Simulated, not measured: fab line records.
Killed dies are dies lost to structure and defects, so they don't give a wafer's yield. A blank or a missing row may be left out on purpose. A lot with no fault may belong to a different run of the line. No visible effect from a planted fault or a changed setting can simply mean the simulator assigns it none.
Problem report, 8D (eight disciplines) form, completed by code | flow berkeley-cmos170 | the parts of the form that need people (team, actions taken, sign-off) are left out

1. WHAT WENT WRONG
Wafers with no fault read 0.934 a.u. with a standard deviation of 0.018, whereas oes-product-au at UCB170_NWELL_ETCH_13 reads a mean of 0.761 a.u. on 1 wafer of 1 lot. That is -9.6 standard deviations from the usual mean.
The step: etches Si3N4 in CH3F/Ar/O2, stops on SiO2, target depth 246.4 nm, time 160.5 s.
Earliest sighting: wafer L855.4 on rie-diel-02 at day 5 04:52. At this step, 39 wafers from 13 lots have a number in the record. Rule for "out", or "out of limits": more than 4 standard deviations from the usual mean. Any other wafer with a number is counted as sound.

2. WHAT IT IS, WHAT IT ISN'T
question                    | is               | is not
which readings at this step | oes-product-au   | drypump-motor-current-A, throttle-valve-pct
which lots                  | L855             | L844, L845, L846, L848, L849, L851, L852, L853, L854, L860, L862, L864
which wafers of those lots  | L855.4           | L855.1, L855.2
read on which tools         | rie-diel-02      | rie-diel-01, rie-diel-03
when                        | from day 5 04:52 | up to then (29 sound wafers); but 9 sound wafers of L860, L862, L864 came after

3. SUSPECTS, AND WHAT RULES EACH OUT
Counting: any tool at a process step up to the reading remains a suspect provided it ran every lot that is out. Sound lots after the first of them don't rule it out here, since some wafers of a struck lot are sound.
- rie-diel-02 at UCB170_NWELL_ETCH_13 (etches Si3N4 in CH3F/Ar/O2, stops on SiO2, target depth 246.4 nm, time 160.5 s): kept. It processed L855, the lot that is out, at day 5 04:52, and its most recent sound lot before then was L854 at day 4 20:26. Out on those wafers are its own readings of oes-product-au.
- Within rie-diel-02 at UCB170_NWELL_ETCH_13: the wafers that are out ran in chamber 2; their sound lot-mates ran in chambers 0, 3.
Remaining after the count: rie-diel-02 at UCB170_NWELL_ETCH_13.

4. THE CAUSE (what the simulator had put in)
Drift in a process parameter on rie-diel-02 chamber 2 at UCB170_NWELL_ETCH_13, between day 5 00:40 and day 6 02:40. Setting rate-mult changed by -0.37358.
This tool alone remained once counting was done.

5. SEQUENCE OF EFFECTS, ordered by route
One row per reading whose mean, taken over the struck wafers that have a number, lies over 3 standard deviations from the usual. Readings are gone through only where the record gives a usual standard deviation; hours: the median, over the lots, of the time from a lot's start at the first step in this table giving one to that lot's start at this step; sigmas: the change measured in usual standard deviations.
hours | step                  | reading                  | usual      | on struck wafers | change | sigmas
0     | UCB170_NWELL_ETCH_13  | oes-product-au           | 0.934 a.u. | 0.761            | -0.173 | -9.6
0     | UCB170_NWELL_STRIP_15 | strip-time-to-endpoint-s | 17.86 s    | 19.33            | +1.47  | +23
Process steps it contains:
- UCB170_NWELL_ETCH_13: etches Si3N4 in CH3F/Ar/O2, stops on SiO2, target depth 246.4 nm, time 160.5 s.
- UCB170_NWELL_STRIP_15: strips in O2.
Later steps that measure or inspect, where all struck wafers having a row at the step show a number for every such reading and not one has moved that far: UCB170_NWELL_TW_MEAS_16, UCB170_SCREENOX_THK_MEAS_02.

6. WHAT WOULD HAVE CAUGHT IT SOONER
First out-of-limits reading in this record: day 5 04:52, which is 4 hours after fault onset at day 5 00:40.
